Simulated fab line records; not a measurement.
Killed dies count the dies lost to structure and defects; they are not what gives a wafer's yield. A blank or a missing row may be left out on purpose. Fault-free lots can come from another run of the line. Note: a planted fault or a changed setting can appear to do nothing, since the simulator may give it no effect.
A sampling plan put to the test | flow rit cmos | one fab line, 28 faults that these records tell of, each judged on the records of the lots that it struck
The plan consists of the line's own looks: route steps at which the wafer is read by a gauge or an inspection but not changed. Where struck wafers have a number at a look and the file lists that look's usual mean and standard deviation on fault-free wafers, the look can be judged. Caught: at a look after the fault's first step, the mean of the struck wafers lies 4 or more of those standard deviations (sigma) from the usual mean. On the tool: the identical test, applied to the tool's own readings at the steps of the fault. Also counted as caught: the struck wafers showing another recipe, or a record that is empty for them alone.

THE FAULTS, as the simulator had put them in
1. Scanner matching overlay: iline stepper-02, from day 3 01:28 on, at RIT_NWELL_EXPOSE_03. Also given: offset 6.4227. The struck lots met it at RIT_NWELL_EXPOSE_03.
2. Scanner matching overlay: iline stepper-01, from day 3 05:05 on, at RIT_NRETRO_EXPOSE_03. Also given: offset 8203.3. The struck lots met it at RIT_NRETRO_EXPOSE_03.
3. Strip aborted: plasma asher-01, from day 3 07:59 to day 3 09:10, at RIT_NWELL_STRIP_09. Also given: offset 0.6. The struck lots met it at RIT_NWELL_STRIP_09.
4. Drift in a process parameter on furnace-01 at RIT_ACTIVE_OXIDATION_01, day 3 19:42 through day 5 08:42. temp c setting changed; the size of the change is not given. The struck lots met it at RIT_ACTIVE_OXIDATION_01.
5. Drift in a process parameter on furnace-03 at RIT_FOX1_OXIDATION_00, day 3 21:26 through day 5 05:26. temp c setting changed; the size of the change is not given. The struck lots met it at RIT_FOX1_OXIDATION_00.
6. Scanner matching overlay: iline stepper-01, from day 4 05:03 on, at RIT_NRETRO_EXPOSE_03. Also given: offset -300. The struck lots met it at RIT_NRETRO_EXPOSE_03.
7. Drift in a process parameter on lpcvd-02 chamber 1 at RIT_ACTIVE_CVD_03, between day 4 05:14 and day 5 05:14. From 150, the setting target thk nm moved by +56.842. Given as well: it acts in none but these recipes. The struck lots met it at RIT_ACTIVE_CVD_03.
8. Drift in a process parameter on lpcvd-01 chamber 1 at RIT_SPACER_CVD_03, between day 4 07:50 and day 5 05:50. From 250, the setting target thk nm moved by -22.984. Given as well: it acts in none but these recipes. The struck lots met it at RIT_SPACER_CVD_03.
9. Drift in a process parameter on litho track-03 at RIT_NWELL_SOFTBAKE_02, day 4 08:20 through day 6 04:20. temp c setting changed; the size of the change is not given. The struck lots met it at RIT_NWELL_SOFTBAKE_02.
10. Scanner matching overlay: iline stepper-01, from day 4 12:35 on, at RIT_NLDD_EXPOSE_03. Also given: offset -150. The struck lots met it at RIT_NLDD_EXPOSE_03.
11. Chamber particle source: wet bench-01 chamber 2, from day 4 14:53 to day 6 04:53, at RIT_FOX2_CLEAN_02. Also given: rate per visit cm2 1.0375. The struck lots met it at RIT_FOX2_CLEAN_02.
12. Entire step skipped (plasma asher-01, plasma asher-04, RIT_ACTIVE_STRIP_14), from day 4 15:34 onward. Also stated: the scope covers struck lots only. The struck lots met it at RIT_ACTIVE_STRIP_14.
13. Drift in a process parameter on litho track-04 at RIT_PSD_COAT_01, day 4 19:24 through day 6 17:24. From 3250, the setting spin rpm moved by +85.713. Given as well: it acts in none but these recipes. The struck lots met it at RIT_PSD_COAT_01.
14. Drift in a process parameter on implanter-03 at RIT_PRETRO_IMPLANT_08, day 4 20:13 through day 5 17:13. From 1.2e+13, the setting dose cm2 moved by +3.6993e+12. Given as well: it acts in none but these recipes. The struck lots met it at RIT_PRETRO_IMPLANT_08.
15. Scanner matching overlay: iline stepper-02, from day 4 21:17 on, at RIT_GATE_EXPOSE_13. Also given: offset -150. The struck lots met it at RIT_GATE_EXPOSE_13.
16. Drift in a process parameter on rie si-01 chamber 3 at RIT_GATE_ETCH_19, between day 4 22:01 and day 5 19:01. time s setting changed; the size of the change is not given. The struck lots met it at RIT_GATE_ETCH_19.
17. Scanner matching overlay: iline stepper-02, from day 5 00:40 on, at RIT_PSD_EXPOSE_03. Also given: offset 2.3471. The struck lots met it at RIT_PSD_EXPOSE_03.
18. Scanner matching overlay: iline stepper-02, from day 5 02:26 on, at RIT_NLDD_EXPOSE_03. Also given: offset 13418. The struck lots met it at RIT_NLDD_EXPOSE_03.
19. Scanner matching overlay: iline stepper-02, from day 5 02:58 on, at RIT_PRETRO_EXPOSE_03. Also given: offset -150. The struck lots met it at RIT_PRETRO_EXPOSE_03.
20. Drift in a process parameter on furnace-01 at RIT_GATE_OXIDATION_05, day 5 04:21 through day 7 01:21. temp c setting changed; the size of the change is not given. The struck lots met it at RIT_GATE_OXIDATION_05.
21. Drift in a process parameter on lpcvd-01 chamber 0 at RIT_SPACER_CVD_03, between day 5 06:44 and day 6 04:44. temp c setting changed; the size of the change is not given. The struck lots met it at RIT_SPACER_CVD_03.
22. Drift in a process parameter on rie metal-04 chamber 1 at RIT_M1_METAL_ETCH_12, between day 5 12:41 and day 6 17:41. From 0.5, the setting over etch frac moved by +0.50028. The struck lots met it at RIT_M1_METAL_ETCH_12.
23. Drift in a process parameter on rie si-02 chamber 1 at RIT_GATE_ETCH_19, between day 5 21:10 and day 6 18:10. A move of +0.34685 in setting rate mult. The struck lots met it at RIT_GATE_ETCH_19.
24. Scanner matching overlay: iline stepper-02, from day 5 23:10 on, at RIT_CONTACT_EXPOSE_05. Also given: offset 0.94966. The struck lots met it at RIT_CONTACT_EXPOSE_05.
25. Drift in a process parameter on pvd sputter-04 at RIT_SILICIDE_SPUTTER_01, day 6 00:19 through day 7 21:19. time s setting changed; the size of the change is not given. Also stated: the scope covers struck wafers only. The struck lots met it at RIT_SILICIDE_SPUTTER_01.
26. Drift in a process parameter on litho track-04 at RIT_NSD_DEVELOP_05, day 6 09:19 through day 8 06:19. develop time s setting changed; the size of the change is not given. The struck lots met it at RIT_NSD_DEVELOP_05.
27. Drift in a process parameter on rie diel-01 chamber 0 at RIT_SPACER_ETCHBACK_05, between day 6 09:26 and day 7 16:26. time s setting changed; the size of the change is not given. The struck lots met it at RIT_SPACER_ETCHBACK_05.
28. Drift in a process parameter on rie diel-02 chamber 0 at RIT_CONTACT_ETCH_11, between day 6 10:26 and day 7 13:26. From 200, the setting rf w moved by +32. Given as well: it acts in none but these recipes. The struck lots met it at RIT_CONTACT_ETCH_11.

WHAT THE PLAN SAW
fault | on the tool itself                       | first look that catches it                      | reading, sigma                                  | median hours from its first step to that look | hours from the fault's start to the first struck lot there | judged looks passed uncaught
1     | under 2 sigma                            | RIT_NWELL_OVL_MEAS_06                           | NWELL_OVL +4.3                                  | 0.4                                           | 11                                                         | 0
2     | under 2 sigma                            | no look after it can be judged                  | -                                               | -                                             | -                                                          | 0
3     | run length s -99 or beyond sigma         | RIT_NRETRO_TW_MEAS_10                           | NRETRO_TW -99 or beyond                         | 8.6                                           | 10                                                         | 0
4     | tube center temp C -99 or beyond sigma   | RIT_ACTIVE_THK_MEAS_02                          | ACTIVE_OXIDE_THK -6.2                           | 1.9                                           | 4                                                          | 0
5     | tube center temp C -99 or beyond sigma   | RIT_FOX1_THK_MEAS_01                            | FOX1_OXIDE_THK -9.3                             | 1.3                                           | 3                                                          | 0
6     | under 2 sigma                            | RIT_NRETRO_OVL_MEAS_06                          | NRETRO_OVL -99 or beyond                        | 0.4                                           | 13                                                         | 0
7     | under 2 sigma                            | RIT_ACTIVE_THK_MEAS_04                          | ACTIVE_NITRIDE_THK +38                          | 1.4                                           | 7                                                          | 0
8     | under 2 sigma                            | RIT_SPACER_THK_MEAS_04                          | SPACER_NITRIDE_THK -10                          | 1.9                                           | 20                                                         | 0
9     | heater power total W -99 or beyond sigma | not the one look that can be judged after it    | -                                               | -                                             | -                                                          | 1
10    | under 2 sigma                            | RIT_NLDD_OVL_MEAS_06                            | NLDD_OVL -99 or beyond                          | 0.4                                           | 4                                                          | 0
11    | no reading that can be judged            | none of the 3 looks that can be judged after it | -                                               | -                                             | -                                                          | 3
12    | no reading that can be judged            | not the one look that can be judged after it    | -                                               | -                                             | -                                                          | 1
13    | spin speed rpm +40 sigma                 | not the one look that can be judged after it    | -                                               | -                                             | -                                                          | 1
14    | dose ions cm2 +99 or beyond sigma        | RIT_PRETRO_TW_MEAS_10                           | PRETRO_TW +8.2                                  | 0.3                                           | 4                                                          | 0
15    | under 2 sigma                            | RIT_GATE_OVL_MEAS_17                            | GATE_OVL -99 or beyond                          | 0.5                                           | 4                                                          | 0
16    | run length s +89 sigma                   | no look after it can be judged                  | -                                               | -                                             | -                                                          | 0
17    | under 2 sigma                            | no look after it can be judged                  | -                                               | -                                             | -                                                          | 0
18    | under 2 sigma                            | no look after it can be judged                  | -                                               | -                                             | -                                                          | 0
19    | no reading that can be judged            | RIT_PRETRO_OVL_MEAS_06                          | PRETRO_OVL -99 or beyond                        | 0.4                                           | 8                                                          | 0
20    | tube center temp C +99 or beyond sigma   | RIT_GATE_THK_MEAS_07                            | GATE_OXIDE_THK +6.9                             | 1.3                                           | 4                                                          | 0
21    | susceptor temp C +99 or beyond sigma     | RIT_SPACER_THK_MEAS_04                          | SPACER_NITRIDE_THK +68                          | 1.9                                           | 4                                                          | 0
22    | oes product au -11 sigma                 | not the one look that can be judged after it    | strongest: cd nm at RIT_M1_CD_MEAS_90, -2.7     | -                                             | -                                                          | 1
23    | under 2 sigma                            | no look after it can be judged                  | -                                               | -                                             | -                                                          | 0
24    | under 2 sigma                            | no look after it can be judged                  | -                                               | -                                             | -                                                          | 0
25    | under 2 sigma                            | RIT_SILICIDE_RS_MEAS_02                         | SILICIDE_TI_RS -19                              | 0.2                                           | 6                                                          | 0
26    | no reading that can be judged            | RIT_NSD_TW_MEAS_10                              | NSD_TW -99 or beyond                            | 1.2                                           | 2                                                          | 0
27    | run length s +79 sigma                   | none of the 7 looks that can be judged after it | strongest: PSD_OVL at RIT_PSD_OVL_MEAS_06, +2.0 | -                                             | -                                                          | 7
28    | rf fwd power W +50 sigma                 | no look after it can be judged                  | -                                               | -                                             | -                                                          | 0
Dash: fault not caught, or number not given in these records.

Caught at a look: 15 of 28. Caught on the tool: 12 of 28. By one or the other: 21 of 28.
Faults 9, 13, 16, 22, 27, 28 were caught on the tool alone.
Caught at a look alone: faults 1, 6, 7, 8, 10, 15, 19, 25, 26.
Caught by neither: faults 2, 11, 12, 17, 18, 23, 24.

THINNER SAMPLING
In the worst case, this is how late the first struck lot would be measured if the look that catches a fault measured only every second or every third lot, by lot number:
fault | struck lots at that look, in order of time | every lot | every second lot | every third lot
1     | L523, L528                                 | 11 h      | 36 h             | may miss all 2
3     | L434                                       | 10 h      | may miss it      | may miss it
4     | L590, L592                                 | 4 h       | may miss all 2   | may miss all 2
5     | L895, L897                                 | 3 h       | may miss all 2   | may miss all 2
6     | L962, L966                                 | 13 h      | may miss all 2   | may miss all 2
7     | L167                                       | 7 h       | may miss it      | may miss it
8     | L248                                       | 20 h      | may miss it      | may miss it
10    | L219, L221, L226                           | 4 h       | 38 h             | 38 h
14    | L921, L922                                 | 4 h       | 10 h             | may miss all 2
15    | L988, L991, L994                           | 4 h       | 20 h             | may miss all 3
19    | L389, L392, L395                           | 8 h       | 22 h             | may miss all 3
20    | L323, L324                                 | 4 h       | 10 h             | may miss all 2
21    | L809, L810                                 | 4 h       | 8 h              | may miss all 2
25    | L995, L997                                 | 6 h       | may miss all 2   | may miss all 2
26    | L510, L512                                 | 2 h       | may miss all 2   | may miss all 2
Hours: fault start to first struck lot measured. The limit of 4 sigma was tested on all struck wafers together, so one lot alone may lie under it. Other struck lots may not be in these records.

THE LONGEST TIMED WAY FROM STEP TO LOOK
Fault 3: a median of 8.6 hours passes between RIT_NWELL_STRIP_09 and RIT_NRETRO_TW_MEAS_10. No look between them can be judged.
